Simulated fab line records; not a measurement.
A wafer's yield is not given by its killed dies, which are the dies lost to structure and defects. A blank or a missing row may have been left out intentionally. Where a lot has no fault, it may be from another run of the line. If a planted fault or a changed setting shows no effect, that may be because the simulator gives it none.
fab line records | flow berkeley_cmos170
[record] lots = 5 wafers = 23
route steps=331 shown START@3 FIELD@90 SACOX@98 PVT@117 GATE@125 SPACER@171 NSD@191 SDANNEAL@205 CONTACT@217
start_h: start of the lot's first displayed wafer, in hours after the record's first day | wait_h: hours from the lot's prior step to this one | " same as the row above | L1.1+2: a single row standing in for several wafers | - no value present, or no start provided | * or withheld: withheld | < > ~ a bound
route shown NAME@n: a module of which the file shows steps, and the number in the route of the first | usual: the fault-free wafers' mean and standard deviation | same: alike in all rows | chamber/n: place in a boat | sites: readings site by site | _std_site: the values' standard deviation | _edge_site: the outer-site mean with the inner-site mean subtracted | radius_mm: how far each site lies from the wafer's centre | mask NAME#n: copy n | behind: the most recent tool/chamber to have shaped the wafer | hold: what put the lot on hold/how long, in hours/how the hold closed | device: names the non-switching transistor (n, p or np) | end of line: the route-end tests of the same wafers | where a step has no rows: the recipe by itself | killed: not the wafer's yield, but the dies lost to structure and defects at the first sort | map: a wafer's dies, marking killed ones x, the rest . and places with no die _
set.NAME: the setting that was run; set.NAME@STEP: the one run at that earlier step | model.NAME: the simulator's own value behind a step, which no gauge read
lots where settings were altered on purpose, with a table for each step and a row for each wafer
[[steps]]
[step UCB170_START_OXIDATION_02]
[recipe] temp_c = 950 ambient = O2 target_thk_a = 200 ox_time_s = 1800
// columns lot.wafer tool chamber start_h wait_h set.temp_c model.SiO2_of_START_OXIDATION_02.thk_nm
L075.4 furnace-04 0 17.32 2.2 950 19.42
L075.5 " 0 " " 950 19.36
L075.6 " 0 " " 950 19.63
L076.1 - - - 2.6 950 20.23
L076.2 " - " " 950 20.28
L076.3 " - " " 950 20.2
L076.4 " - " " 950 20.53
L076.6 " - " " 950 20.16
L079.1 - - - 2.8 950 20.44
L079.2 " - " " 950 20.17
L079.3 " - " " 950 20.35
L079.5 " - " " 950 20.55
L079.6 " - " " 950 20.08
L083.1 - - - 3.3 938.3 17.33
L083.2 " - " " 938.3 17.49
L083.3 " - " " 938.3 17.06
L083.5 " - " " 938.3 17.32
L083.6 " - " " 938.3 17.12
L085.1 - - - 2.2 922 14.23
L085.2 " - " " 922 14.51
L085.3 " - " " 922 14.33
L085.4 " - " " 922 14.4
L085.6 " - " " 922 14.39
[step UCB170_START_THK_MEAS_03]
[recipe] reads = SiO2_of_START_OXIDATION_02
[usual] START_OXIDE_THK = 19.9/0.33
// columns lot.wafer tool chamber start_h wait_h set.temp_c@START_OXIDATION_02 START_OXIDE_THK[nm]
L075.4 film_metro-02 - 18.85 0.0 950 19.4
L075.5 " - " " 950 19.4
L075.6 " - " " 950 19.6
L076.1 film_metro-02 - - - 950 20.2
L076.2 " - " " 950 20.3
L076.3 " - " " 950 20.2
L076.4 " - " " 950 20.5
L076.6 " - " " 950 20.1
L079.1 film_metro-04 - - - 950 20.4
L079.2 " - " " 950 20.2
L079.3 " - " " 950 20.3
L079.5 " - " " 950 20.6
L079.6 " - " " 950 20.1
L083.1 film_metro-01 - - - 938.3 17.3
L083.2 " - " " 938.3 17.5
L083.3 " - " " 938.3 17.1
L083.5 " - " " 938.3 17.3
L083.6 " - " " 938.3 17.1
L085.1 film_metro-02 - - - 922 14.2
L085.2 " - " " 922 14.5
L085.3 " - " " 922 14.3
L085.4 " - " " 922 14.4
L085.6 " - " " 922 14.4
[step UCB170_FIELD_OXIDATION_01]
[recipe] temp_c = 1000 ambient = H2O p_h2o_torr = 584.62 target_thk_a = 5583 ox_time_s = 7200
// columns lot.wafer tool chamber start_h wait_h set.temp_c model.SiO2_of_FIELD_OXIDATION_01.thk_nm
L075.4 furnace-02 0 86.29 0.3 1000 575.3
L075.5 " 0 " " 1000 565.3
L075.6 " 0 " " 1000 568.3
L076.1 - - - 0.3 1000 570.3
L076.2+4 " - " " 1000 566.6
L076.3 " - " " 1000 567.6
L076.6 " - " " 1000 561.2
L079.1 - - - 2.2 970.3 437.6
L079.2 " - " " 970.3 440.9
L079.3 " - " " 970.3 435.6
L079.5 " - " " 970.3 438.5
L079.6 " - " " 970.3 442.6
L083.1 - - - 0.5 1000 545.5
L083.2 " - " " 1000 539.8
L083.3 " - " " 1000 544.3
L083.5 " - " " 1000 536.2
L083.6 " - " " 1000 545.3
L085.1 - - - 0.3 1012 618.7
L085.2 " - " " 1012 616.6
L085.3 " - " " 1012 625.3
L085.4 " - " " 1012 610
L085.6 " - " " 1012 603.8
[step UCB170_FIELD_THK_MEAS_02]
[recipe] reads = SiO2_of_FIELD_OXIDATION_01
[usual] FIELD_OXIDE_THK = 555/11
// columns lot.wafer tool chamber start_h wait_h set.temp_c@FIELD_OXIDATION_01 FIELD_OXIDE_THK[nm]
L076.1 film_metro-03 - - - 1000 570
L076.2 " - " " 1000 567
L076.3 " - " " 1000 567
L076.4 " - " " 1000 567
L076.6 " - " " 1000 561
L075.4 film_metro-02 - 89.32 0.0 1000 576
L075.5 " - " " 1000 566
L075.6 " - " " 1000 568
L079.1 film_metro-03 - - - 970.3 438
L079.2 " - " " 970.3 441
L079.3 " - " " 970.3 435
L079.5 " - " " 970.3 439
L079.6 " - " " 970.3 442
L083.1 film_metro-04 - - - 1000 545
L083.2 " - " " 1000 540
L083.3 " - " " 1000 544
L083.5 " - " " 1000 536
L083.6 " - " " 1000 545
L085.1 film_metro-02 - - - 1012 619
L085.2 " - " " 1012 616
L085.3 " - " " 1012 625
L085.4 " - " " 1012 609
L085.6 " - " " 1012 604
[step UCB170_FIELD_ANNEAL_03]
[recipe] temp_c = 1000 time_s = 1200 ambient = N2
[step UCB170_FIELD_WET_ETCH_04]
[recipe] chemistry = dHF dilution = 10:1 target = SiO2 temp_c = 25 time_s = 60
// columns lot.wafer tool chamber start_h wait_h set.temp_c@FIELD_OXIDATION_01 model.SiO2_of_FIELD_OXIDATION_01.thk_nm
L075.4 wet_bench-03 3 93.64 0.0 1000 541.9
L075.5 " 3 " " 1000 531.7
L075.6 " 3 " " 1000 534.6
L076.1 wet_bench-03 0 93.64 0.0 1000 536.6
L076.2+4 " 0 " " 1000 532.9
L076.3 " 0 " " 1000 533.9
L076.6 " 0 " " 1000 527.5
L079.1 wet_bench-04 2 116.48 0.1 970.3 404.4
L079.2 " 2 " " 970.3 407.7
L079.3 " 2 " " 970.3 402.6
L079.5 " 2 " " 970.3 405.4
L079.6 " 2 " " 970.3 409.6
L083.1 wet_bench-02 0 139.41 0.0 1000 512.5
L083.2 " 0 " " 1000 506.6
L083.3 " 0 " " 1000 511.2
L083.5 " 0 " " 1000 503.1
L083.6 " 0 " " 1000 512.3
L085.1 wet_bench-02 3 139.41 0.0 1012 585.1
L085.2 " 3 " " 1012 583.1
L085.3 " 3 " " 1012 591.7
L085.4 " 3 " " 1012 576.4
L085.6 " 3 " " 1012 570.2
[step UCB170_FIELD_WET_ETCH_05]
[recipe] chemistry = H3PO4 target = Si3N4 temp_c = 160 time_s = 12600
[step UCB170_FIELD_WET_ETCH_06]
[recipe] chemistry = BOE dilution = 5:1 target = SiO2 temp_c = 25 time_s = 22
[step UCB170_FIELD_THK_MEAS_90]
[recipe] reads = SiO2_of_FIELD_OXIDATION_01
[usual] FIELD_OXIDE_LEFT_1_THK = 437/11
// columns lot.wafer tool chamber start_h wait_h set.temp_c@FIELD_OXIDATION_01 FIELD_OXIDE_LEFT_1_THK[nm]
L076.1 film_metro-02 - 97.19 0.0 1000 451
L076.2 " - " " 1000 448
L076.3 " - " " 1000 449
L076.4 " - " " 1000 448
L076.6 " - " " 1000 443
L075.4 film_metro-03 - 97.22 0.0 1000 458
L075.5 " - " " 1000 449
L075.6 " - " " 1000 452
L079.1 film_metro-03 - 120.10 0.0 970.3 320
L079.2 " - " " 970.3 324
L079.3 " - " " 970.3 318
L079.5 " - " " 970.3 322
L079.6 " - " " 970.3 326
L083.1 film_metro-04 - 142.96 0.0 1000 430
L083.2 " - " " 1000 423
L083.3 " - " " 1000 428
L083.5 " - " " 1000 420
L083.6 " - " " 1000 429
L085.1 film_metro-02 - 142.96 0.0 1012 502
L085.2 " - " " 1012 500
L085.3 " - " " 1012 509
L085.4 " - " " 1012 493
L085.6 " - " " 1012 487
[step UCB170_SACOX_OXIDATION_01]
[recipe] temp_c = 900 ambient = O2 target_thk_a = 144 ox_time_s = 2400
// columns lot.wafer tool chamber start_h wait_h set.temp_c model.SiO2_of_SACOX_OXIDATION_01.thk_nm
L075.4 furnace-02 0 99.45 2.2 900 14.5
L075.5 " 0 " " 900 14.59
L075.6 " 0 " " 900 14.71
L076.1 - - - 2.2 900 13.88
L076.2+6 " - " " 900 14.23
L076.3 " - " " 900 14.27
L076.4 " - " " 900 14.32
L079.1 - - - 3.6 900 14.07
L079.2 " - " " 900 14.26
L079.3 " - " " 900 14.27
L079.5 " - " " 900 14.01
L079.6 " - " " 900 14.35
L083.1 - - - 3.1 878.8 11.7
L083.2 " - " " 878.8 11.16
L083.3 " - " " 878.8 11.43
L083.5 " - " " 878.8 11.36
L083.6 " - " " 878.8 11.45
L085.1 - - - 3.1 883 11.79
L085.2 " - " " 883 11.75
L085.3 " - " " 883 11.9
L085.4 " - " " 883 11.69
L085.6 " - " " 883 11.82
[step UCB170_SACOX_THK_MEAS_02]
[recipe] reads = SiO2_of_SACOX_OXIDATION_01
[usual] SACOX_OXIDE_THK = 14.30/0.2
// columns lot.wafer tool chamber start_h wait_h set.temp_c@SACOX_OXIDATION_01 SACOX_OXIDE_THK[nm]
L075.4 film_metro-01 - 101.15 0.0 900 14.48
L075.5 " - " " 900 14.56
L075.6 " - " " 900 14.72
L076.1 film_metro-02 - - - 900 13.83
L076.2 " - " " 900 14.24
L076.3 " - " " 900 14.29
L076.4 " - " " 900 14.38
L076.6 " - " " 900 14.23
L079.1 film_metro-03 - - - 900 14.08
L079.2 " - " " 900 14.26
L079.3 " - " " 900 14.27
L079.5 " - " " 900 14.05
L079.6 " - " " 900 14.32
L083.1 film_metro-01 - - - 878.8 11.69
L083.2 " - " " 878.8 11.17
L083.3 " - " " 878.8 11.46
L083.5 " - " " 878.8 11.37
L083.6 " - " " 878.8 11.47
L085.1 film_metro-03 - - - 883 11.76
L085.2 " - " " 883 11.74
L085.3 " - " " 883 11.92
L085.4 " - " " 883 11.71
L085.6 " - " " 883 11.81
[step UCB170_PVT_SOFTBAKE_02]
[recipe] resist = KrF temp_c = 130 time_s = 60
// columns lot.wafer tool chamber start_h wait_h set.time_s
L075.4+5+6 litho_track-04 0 109.00 0.1 60
L076.1+4 litho_track-01 0 109.27 0.1 54.23
L076.2+3+6 " 0 " " 60
L079.1+3 litho_track-02 0 135.46 0.1 60
L079.2+5+6 " 0 " " 64.55
L083.1+3+5 litho_track-02 0 158.39 0.1 60
L083.2+6 " 0 " " 53.85
L085.1+2+4 litho_track-04 0 158.44 0.1 60
L085.3+6 " 0 " " 57.14
[step UCB170_PVT_EXPOSE_03]
[recipe] mask_id = NWELL target_cd_nm = 3000 na = 0.5 sigma_outer = 0.6 source_shape = conventional dose_mj = 30
[step UCB170_PVT_PEB_04]
[recipe] peb_temp_c = 130 peb_time_s = withheld resist = KrF
[step UCB170_GATE_WET_ETCH_00]
[recipe] chemistry = dHF dilution = 25:1 target = SiO2 temp_c = 25 time_s = 200
[step UCB170_FIELD_THK_MEAS_91]
[recipe] reads = SiO2_of_FIELD_OXIDATION_01
[usual] FIELD_OXIDE_LEFT_2_THK = 349/11
// columns lot.wafer tool chamber start_h wait_h set.temp_c@FIELD_OXIDATION_01 FIELD_OXIDE_LEFT_2_THK[nm]
L075.4 film_metro-03 - 109.98 0.0 1000 369
L075.5 " - " " 1000 359
L075.6 " - " " 1000 362
L076.1 film_metro-02 - 110.56 0.0 1000 363
L076.2 " - " " 1000 360
L076.3 " - " " 1000 361
L076.4 " - " " 1000 359
L076.6 " - " " 1000 355
L079.1 film_metro-04 - 137.02 0.0 970.3 232
L079.2 " - " " 970.3 235
L079.3 " - " " 970.3 230
L079.5 " - " " 970.3 233
L079.6 " - " " 970.3 237
L083.1 film_metro-02 - 159.63 0.0 1000 341
L083.2 " - " " 1000 335
L083.3 " - " " 1000 339
L083.5 " - " " 1000 331
L083.6 " - " " 1000 340
L085.1 film_metro-03 - 159.63 0.0 1012 414
L085.2 " - " " 1012 412
L085.3 " - " " 1012 421
L085.4 " - " " 1012 405
L085.6 " - " " 1012 399
[step UCB170_SPACER_CVD_00]
[recipe] material = SiO2 target_thk_nm = 376 temp_c = 390 precursor = TEOS/O2 time_s = 47 rf_w = 550 pressure_mtorr = 9000
// columns lot.wafer tool chamber start_h wait_h set.rf_w
L076.1+2+4 pecvd-03 1,2,0 124.63 0.0 503
L076.3+6 " 0,2 " " 550
L075.4+5+6 pecvd-04 1,0,1 124.65 0.0 550
L079.1+2 pecvd-02 0,2 154.00 0.0 550
L079.3+5+6 " 1,0,1 " " 572.3
L083.1+2 pecvd-04 0,1 177.06 0.0 505
L083.3+5+6 " 2,2,0 " " 550
L085.1+3+6 pecvd-02 0,1,1 177.39 0.0 591.8
L085.2+4 " 2,0 " " 550
[step UCB170_SPACER_THK_MEAS_01]
[recipe] reads = SiO2_of_SPACER_CVD_00
[usual] SPACER_TEOS_THK = 374/4.7
// columns lot.wafer tool chamber start_h wait_h set.rf_w@SPACER_CVD_00 SPACER_TEOS_THK[nm]
L076.1 film_metro-03 - 124.67 0.0 503 356
L076.2 " - " " 503 360
L076.3 " - " " 550 371
L076.4 " - " " 503 363
L076.6 " - " " 550 375
L075.4 film_metro-04 - 124.72 0.1 550 378
L075.5 " - " " 550 381
L075.6 " - " " 550 377
L079.1 film_metro-03 - 154.04 0.0 550 372
L079.2 " - " " 550 371
L079.3 " - " " 572.3 374
L079.5 " - " " 572.3 382
L079.6 " - " " 572.3 382
L083.1 film_metro-03 - 177.10 0.0 505 362
L083.2 " - " " 505 364
L083.3 " - " " 550 366
L083.5 " - " " 550 374
L083.6 " - " " 550 377
L085.1 film_metro-01 - 177.44 0.0 591.8 375
L085.2 " - " " 550 358
L085.3 " - " " 591.8 378
L085.4 " - " " 550 369
L085.6 " - " " 591.8 380
[step UCB170_NSD_PEB_04]
[recipe] peb_temp_c = 130 peb_time_s = withheld resist = KrF
// columns lot.wafer tool chamber start_h wait_h set.peb_temp_c
L075.4+5+6 litho_track-03 0 132.09 0.3 130
L076.1+2+3 litho_track-04 0 132.12 0.2 127.4
L076.4+6 " 0 " " 130
L079.1+5 litho_track-03 0 161.71 0.1 130
L079.2+3+6 " 0 " " 133.6
L083.1+2+3 litho_track-01 0 181.72 0.1 130
L083.5+6 " 0 " " 126.4
L085.1+2+3+4+6 litho_track-03 0 185.59 0.1 130
[step UCB170_NSD_DEVELOP_05]
[recipe] developer = TMAH develop_time_s = 45 resist = KrF dev_temp_c = 21
[step UCB170_NSD_CD_MEAS_06]
[recipe] target_cd_nm = 1200
[usual] cd_nm = 1199.2/1.3
// columns lot.wafer tool chamber start_h wait_h set.peb_temp_c@NSD_PEB_04 cd_nm
L075.4 cd_sem-01 - 132.35 - 130 1197.4
L075.5 " - " " 130 1197.2
L075.6 " - " " 130 1198.5
L076.1 cd_sem-02 - 132.39 - 127.4 1179.5
L076.2 " - " " 127.4 1179.0
L076.3 " - " " 127.4 1179.3
L076.4 " - " " 130 1198.3
L076.6 " - " " 130 1199.2
L079.1 cd_sem-01 - 161.98 - 130 1202.1
L079.2 " - " " 133.6 1223.5
L079.3 " - " " 133.6 1221.9
L079.5 " - " " 130 1201.5
L079.6 " - " " 133.6 1222.0
L083.1 cd_sem-02 - 181.99 - 130 1198.6
L083.2 " - " " 130 1198.3
L083.3 " - " " 130 1197.6
L083.5 " - " " 126.4 1171.5
L083.6 " - " " 126.4 1170.1
L085.1 cd_sem-01 - 185.87 - 130 1199.4
L085.2 " - " " 130 1198.9
L085.3 " - " " 130 1200.1
L085.4 " - " " 130 1199.3
L085.6 " - " " 130 1199.4
[step UCB170_NSD_IMPLANT_08]
[recipe] species = P dose_cm2 = 3e+15 energy_kev = 40 tilt_deg = 7
// columns lot.wafer tool chamber start_h wait_h set.energy_kev model.implant.rp_nm model.implant.drp_nm
L075.4+5+6 implanter-04 0 132.52 0.1 40 49.43 21.16
L076.1+6 implanter-01 0 132.55 0.0 40 48.79 21.16
L076.2+3+4 " 0 " " 39.27 47.92 20.83
L079.1+2+3+5+6 implanter-01 0 162.14 0.0 40 47.07 21.16
L083.1+2+6 implanter-01 0 182.15 0.0 41.32 49.04 21.75
L083.3+5 " 0 " " 40 47.5 21.16
L085.1+2+3+4+6 implanter-01 0 186.02 0.0 40 48.98 21.16
[step UCB170_NSD_STRIP_09]
[recipe] chemistry = O2 power_w = 400 pressure_mtorr = 3500 platen_temp_c = withheld o2_flow_sccm = 400 overash_fraction = 0.5
[usual] strip_time_to_endpoint_s = 35.84/0.071
// columns lot.wafer tool chamber start_h wait_h set.energy_kev@NSD_IMPLANT_08 strip_time_to_endpoint_s
L075.4 plasma_asher-03 0 132.63 0.1 40 35.85
L075.5 " 0 " " 40 35.79
L075.6 " 1 " " 40 35.81
L076.1 plasma_asher-01 1 132.70 0.1 40 35.84
L076.2 " 0 " " 39.27 35.47
L076.3 " 1 " " 39.27 35.48
L076.4 " 0 " " 39.27 35.48
L076.6 " 0 " " 40 35.81
L079.1 plasma_asher-03 0 162.29 0.1 40 35.86
L079.2 " 1 " " 40 35.88
L079.3 " 0 " " 40 35.86
L079.5 " 1 " " 40 35.81
L079.6 " 0 " " 40 35.87
L083.1 plasma_asher-02 1 182.30 0.1 41.32 36.34
L083.2 " 0 " " 41.32 36.38
L083.3 " 0 " " 40 35.88
L083.5 " 0 " " 40 35.90
L083.6 " 1 " " 41.32 36.35
L085.1 plasma_asher-01 0 186.17 0.1 40 35.93
L085.2 " 1 " " 40 35.91
L085.3 " 1 " " 40 35.88
L085.4 " 0 " " 40 35.94
L085.6 " 1 " " 40 35.98
[step UCB170_NSD_CLEAN_11]
[recipe] chemistry = SPM temp_c = 120 time_s = 600
[step UCB170_SDANNEAL_RTA_01]
[recipe] temp_c = 1050 time_s = 5 ambient = N2
[step UCB170_SDANNEAL_RS_MEAS_03]
[recipe] thk_meas_gauge = four-point-probe
[usual] NSD_RS = 37.30/0.095
// columns lot.wafer tool chamber start_h wait_h set.energy_kev@NSD_IMPLANT_08 NSD_RS[ohm/sq]
L075.4 film_metro-01 - 134.42 0.1 40 37.38
L075.5 " - " " 40 37.38
L075.6 " - " " 40 37.27
L076.1 film_metro-02 - 134.71 0.1 40 37.26
L076.2 " - " " 39.27 37.62
L076.3 " - " " 39.27 37.54
L076.4 " - " " 39.27 37.51
L076.6 " - " " 40 37.36
L079.1 film_metro-01 - 163.59 0.1 40 37.36
L079.2 " - " " 40 37.21
L079.3 " - " " 40 37.22
L079.5 " - " " 40 37.29
L079.6 " - " " 40 37.32
L083.1 film_metro-04 - 184.50 0.1 41.32 36.75
L083.2 " - " " 41.32 36.75
L083.3 " - " " 40 37.25
L083.5 " - " " 40 37.20
L083.6 " - " " 41.32 36.81
L085.1 film_metro-02 - 187.48 0.1 40 37.31
L085.2 " - " " 40 37.37
L085.3 " - " " 40 37.36
L085.4 " - " " 40 37.38
L085.6 " - " " 40 37.29
[step UCB170_CONTACT_CVD_01]
[recipe] material = PSG target_thk_nm = 700 temp_c = 450 precursor = SiH4/O2/PH3 time_s = 2820 pressure_mtorr = 300 sih4_flow_sccm = 60 o2_flow_sccm = 90 ph3_flow_sccm = 25
// columns lot.wafer tool chamber start_h wait_h set.o2_flow_sccm model.PSG_of_CONTACT_CVD_01.thk_nm
L075.4 lpcvd-01 0 137.14 1.5 90 695.8
L075.5+6 " 0 " " 90 699.8
L076.1 - - - 1.4 77.89 650.9
L076.2 " - " " 77.89 659
L076.3 " - " " 77.89 657.1
L076.4 " - " " 77.89 660.2
L076.6 " - " " 77.89 654.7
L079.1 - - - 0.0 79.04 656.7
L079.2 " - " " 79.04 659.8
L079.3 " - " " 79.04 659.4
L079.5 " - " " 79.04 658.4
L079.6 " - " " 79.04 656.3
L083.1 - - - 1.6 97.18 722
L083.2 " - " " 97.18 728.2
L083.3 " - " " 97.18 727.4
L083.5 " - " " 97.18 730.6
L083.6 " - " " 97.18 729.1
L085.1 - - - 0.8 83.56 680.2
L085.2 " - " " 83.56 679.1
L085.3 " - " " 83.56 674.4
L085.4 " - " " 83.56 683
L085.6 " - " " 83.56 675.7
[step UCB170_CONTACT_THK_MEAS_02]
[recipe] reads = PSG_of_CONTACT_CVD_01
[usual] CONTACT_PSG_THK = 702/7.5
// columns lot.wafer tool chamber start_h wait_h set.o2_flow_sccm@CONTACT_CVD_01 CONTACT_PSG_THK[nm]
L076.1 film_metro-02 - - - 77.89 651
L076.2 " - " " 77.89 659
L076.3 " - " " 77.89 657
L076.4 " - " " 77.89 660
L076.6 " - " " 77.89 655
L075.4 film_metro-03 - 138.96 0.0 90 696
L075.5 " - " " 90 700
L075.6 " - " " 90 700
L079.1 film_metro-01 - - - 79.04 657
L079.2 " - " " 79.04 660
L079.3 " - " " 79.04 660
L079.5 " - " " 79.04 658
L079.6 " - " " 79.04 656
L083.1 film_metro-02 - - - 97.18 722
L083.2 " - " " 97.18 729
L083.3 " - " " 97.18 726
L083.5 " - " " 97.18 730
L083.6 " - " " 97.18 729
L085.1 film_metro-01 - - - 83.56 681
L085.2 " - " " 83.56 679
L085.3 " - " " 83.56 674
L085.4 " - " " 83.56 683
L085.6 " - " " 83.56 676
[[key]]
[split] step = UCB170_START_OXIDATION_02 setting = temp_c stated = 950 by = lot
[response] step = UCB170_START_OXIDATION_02 reading = model.SiO2_of_START_OXIDATION_02.thk_nm change = +1.97 per = 1% r = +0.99
[response] step = UCB170_START_THK_MEAS_03 reading = START_OXIDE_THK change = +1.97 per = 1% r = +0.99
[split] step = UCB170_FIELD_OXIDATION_01 setting = temp_c stated = 1000 by = lot
[response] step = UCB170_FIELD_OXIDATION_01 reading = model.SiO2_of_FIELD_OXIDATION_01.thk_nm change = +41.5 per = 1% r = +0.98
[response] step = UCB170_FIELD_THK_MEAS_02 reading = FIELD_OXIDE_THK change = +41.5 per = 1% r = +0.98
[response] step = UCB170_FIELD_WET_ETCH_04 reading = model.SiO2_of_FIELD_OXIDATION_01.thk_nm change = +41.4 per = 1% r = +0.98
[response] step = UCB170_FIELD_THK_MEAS_90 reading = FIELD_OXIDE_LEFT_1_THK change = +41.5 per = 1% r = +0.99
[response] step = UCB170_FIELD_THK_MEAS_91 reading = FIELD_OXIDE_LEFT_2_THK change = +41.7 per = 1% r = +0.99
[split] step = UCB170_SACOX_OXIDATION_01 setting = temp_c stated = 900 by = lot
[response] step = UCB170_SACOX_OXIDATION_01 reading = model.SiO2_of_SACOX_OXIDATION_01.thk_nm change = +1.25 per = 1% r = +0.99
[response] step = UCB170_SACOX_THK_MEAS_02 reading = SACOX_OXIDE_THK change = +1.25 per = 1% r = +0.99
[split] step = UCB170_PVT_SOFTBAKE_02 setting = time_s stated = 60 by = wafer
response none clear
[split] step = UCB170_SPACER_CVD_00 setting = rf_w stated = 550 by = wafer
[response] step = UCB170_SPACER_THK_MEAS_01 reading = SPACER_TEOS_THK change = +1.54 per = 1% r = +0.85
[split] step = UCB170_NSD_PEB_04 setting = peb_temp_c stated = 130 by = wafer
[response] step = UCB170_NSD_CD_MEAS_06 reading = cd_nm change = +8.89 per = 1% r = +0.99
[split] step = UCB170_NSD_IMPLANT_08 setting = energy_kev stated = 40 by = wafer
[response] step = UCB170_NSD_IMPLANT_08 reading = model.implant.rp_nm change = +0.47 per = 1% r = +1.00
[response] step = UCB170_NSD_IMPLANT_08 reading = model.implant.drp_nm change = +0.179 per = 1% r = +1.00
[response] step = UCB170_NSD_STRIP_09 reading = strip_time_to_endpoint_s change = * per = 1% r = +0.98
[response] step = UCB170_SDANNEAL_RS_MEAS_03 reading = NSD_RS change = -0.138 per = 1% r = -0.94
[split] step = UCB170_CONTACT_CVD_01 setting = o2_flow_sccm stated = 90 by = lot
[response] step = UCB170_CONTACT_CVD_01 reading = model.PSG_of_CONTACT_CVD_01.thk_nm change = +3.34 per = 1% r = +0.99
[response] step = UCB170_CONTACT_THK_MEAS_02 reading = CONTACT_PSG_THK change = +3.32 per = 1% r = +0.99
